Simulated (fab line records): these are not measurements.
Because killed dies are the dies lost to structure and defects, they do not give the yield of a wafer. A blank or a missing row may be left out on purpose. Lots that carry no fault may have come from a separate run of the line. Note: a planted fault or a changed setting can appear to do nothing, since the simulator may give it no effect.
Split-lot experiment / flow rit_cmos / 23 wafers read from 5 lots, route of 202 steps

== ON THE SPLIT ==
At RIT_PLDD_IMPLANT_08, the setting energy_kev was moved away from the recipe's 20 on 6 of the 23 wafers read, by -4.4% to +4.9%. This setting was run at the recipe's value on the other wafers.

The reading comes from the split's own step.

== THE READING ==
In nm, at RIT_PLDD_IMPLANT_08: implant.drp_nm, which is the simulator's own figure and was read by no gauge. The file gives no usual value for it.

wafer=L074.1; tool, chamber at the split=implanter-02, 0; energy_kev as run=20; against the recipe=recipe; implant.drp_nm, nm=9.752; against lot-mates on the recipe=-
wafer=L074.3; tool, chamber at the split=implanter-02, 0; energy_kev as run=20; against the recipe=recipe; implant.drp_nm, nm=9.752; against lot-mates on the recipe=-
wafer=L074.6; tool, chamber at the split=implanter-02, 0; energy_kev as run=20; against the recipe=recipe; implant.drp_nm, nm=9.752; against lot-mates on the recipe=-
wafer=L074.4; tool, chamber at the split=implanter-02, 0; energy_kev as run=19.13; against the recipe=-4.4%; implant.drp_nm, nm=9.452; against lot-mates on the recipe=-0.300
wafer=L074.5; tool, chamber at the split=implanter-02, 0; energy_kev as run=19.13; against the recipe=-4.4%; implant.drp_nm, nm=9.452; against lot-mates on the recipe=-0.300
wafer=L076.1; tool, chamber at the split=implanter-02, 0; energy_kev as run=20; against the recipe=recipe; implant.drp_nm, nm=9.752; against lot-mates on the recipe=-
wafer=L076.2; tool, chamber at the split=implanter-02, 0; energy_kev as run=20; against the recipe=recipe; implant.drp_nm, nm=9.752; against lot-mates on the recipe=-
wafer=L076.4; tool, chamber at the split=implanter-02, 0; energy_kev as run=20; against the recipe=recipe; implant.drp_nm, nm=9.752; against lot-mates on the recipe=-
wafer=L076.5; tool, chamber at the split=implanter-02, 0; energy_kev as run=20; against the recipe=recipe; implant.drp_nm, nm=9.752; against lot-mates on the recipe=-
wafer=L076.6; tool, chamber at the split=implanter-02, 0; energy_kev as run=20; against the recipe=recipe; implant.drp_nm, nm=9.752; against lot-mates on the recipe=-
wafer=L078.1; tool, chamber at the split=implanter-03, 0; energy_kev as run=20; against the recipe=recipe; implant.drp_nm, nm=9.752; against lot-mates on the recipe=-
wafer=L078.4; tool, chamber at the split=implanter-03, 0; energy_kev as run=20; against the recipe=recipe; implant.drp_nm, nm=9.752; against lot-mates on the recipe=-
wafer=L078.6; tool, chamber at the split=implanter-03, 0; energy_kev as run=20; against the recipe=recipe; implant.drp_nm, nm=9.752; against lot-mates on the recipe=-
wafer=L083.1; tool, chamber at the split=implanter-04, 0; energy_kev as run=20; against the recipe=recipe; implant.drp_nm, nm=9.752; against lot-mates on the recipe=-
wafer=L083.4; tool, chamber at the split=implanter-04, 0; energy_kev as run=20; against the recipe=recipe; implant.drp_nm, nm=9.752; against lot-mates on the recipe=-
wafer=L083.5; tool, chamber at the split=implanter-04, 0; energy_kev as run=20; against the recipe=recipe; implant.drp_nm, nm=9.752; against lot-mates on the recipe=-
wafer=L083.2; tool, chamber at the split=implanter-04, 0; energy_kev as run=20.98; against the recipe=+4.9%; implant.drp_nm, nm=10.08; against lot-mates on the recipe=+0.328
wafer=L083.6; tool, chamber at the split=implanter-04, 0; energy_kev as run=20.98; against the recipe=+4.9%; implant.drp_nm, nm=10.08; against lot-mates on the recipe=+0.328
wafer=L085.1; tool, chamber at the split=implanter-03, 0; energy_kev as run=20; against the recipe=recipe; implant.drp_nm, nm=9.752; against lot-mates on the recipe=-
wafer=L085.4; tool, chamber at the split=implanter-03, 0; energy_kev as run=20; against the recipe=recipe; implant.drp_nm, nm=9.752; against lot-mates on the recipe=-
wafer=L085.5; tool, chamber at the split=implanter-03, 0; energy_kev as run=20; against the recipe=recipe; implant.drp_nm, nm=9.752; against lot-mates on the recipe=-
wafer=L085.2; tool, chamber at the split=implanter-03, 0; energy_kev as run=19.65; against the recipe=-1.8%; implant.drp_nm, nm=9.631; against lot-mates on the recipe=-0.121
wafer=L085.3; tool, chamber at the split=implanter-03, 0; energy_kev as run=19.65; against the recipe=-1.8%; implant.drp_nm, nm=9.631; against lot-mates on the recipe=-0.121

FIT RESULTS
A straight line over all 23 wafers: implant.drp_nm changes by +0.0679 nm for each +1% of energy_kev; r = +1.00; the points scatter about the line by 0.0019 nm.
The same after taking each lot's own level away (the mean of its wafers on the recipe; 23 wafers): +0.0679 nm for each +1%; r = +1.00; scatter 0.0019 nm.
Per that fit: largest energy_kev move, reading shift of 0.33 nm.
The lots' own levels span 9.7520 to 9.7520 nm.
The two slopes agree, so the slope changes little with the lot-to-lot level.
Check: with one of the wafers moved furthest among these (+4.9%) left out of the fit, the line predicts +0.333 nm for it against its lot-mates. It came out at +0.328 nm against them.

== ADDITIONAL SPLITS CARRIED BY THESE WAFERS ==
Note: prior to the reading, these wafers also went through further splits. Each is held against what the fit with the lots' levels taken away leaves over:
other split on the same wafers=RIT_ACTIVE_OXIDATION_01 temp_c; wafers away from the commonest value=15; r with implant.drp_nm (lot level and that fit taken away)=+0.26
other split on the same wafers=RIT_ACTIVE_DEVELOP_10 dev_temp_c; wafers away from the commonest value=5; r with implant.drp_nm (lot level and that fit taken away)=-0.08
other split on the same wafers=RIT_FOX2_OXIDATION_00 ox_time_s; wafers away from the commonest value=10; r with implant.drp_nm (lot level and that fit taken away)=+0.20
other split on the same wafers=RIT_NWELL_IMPLANT_08 dose_cm2; wafers away from the commonest value=6; r with implant.drp_nm (lot level and that fit taken away)=+0.14
other split on the same wafers=RIT_PWELL_IMPLANT_08 energy_kev; wafers away from the commonest value=6; r with implant.drp_nm (lot level and that fit taken away)=+0.27
other split on the same wafers=RIT_NRETRO_COAT_01 resist_thk_nm; wafers away from the commonest value=10; r with implant.drp_nm (lot level and that fit taken away)=+0.15
other split on the same wafers=RIT_PRETRO_COAT_01 resist_thk_nm; wafers away from the commonest value=7; r with implant.drp_nm (lot level and that fit taken away)=-0.04
other split on the same wafers=RIT_PRETRO_DEVELOP_05 develop_time_s; wafers away from the commonest value=2; r with implant.drp_nm (lot level and that fit taken away)=-0.23
other split on the same wafers=RIT_NLDD_COAT_01 resist_thk_nm; wafers away from the commonest value=4; r with implant.drp_nm (lot level and that fit taken away)=-0.19

== THE WHOLE CHAIN: every reading that the file lists as answering this split, in the file's order ==
step=RIT_PLDD_IMPLANT_08; what it does=; reading=implant.rp_nm (the simulator's own value, which no gauge read); change (the file's fit)=+0.136 nm for each +1% of the setting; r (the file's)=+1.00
step=RIT_PLDD_IMPLANT_08; what it does=; reading=implant.drp_nm (the simulator's own value, which no gauge read); change (the file's fit)=+0.0684 nm for each +1% of the setting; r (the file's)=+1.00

== THE FILE'S OWN FIT ==
implant.drp_nm changes by +0.0684 nm for each +1% of energy_kev, r = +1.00.
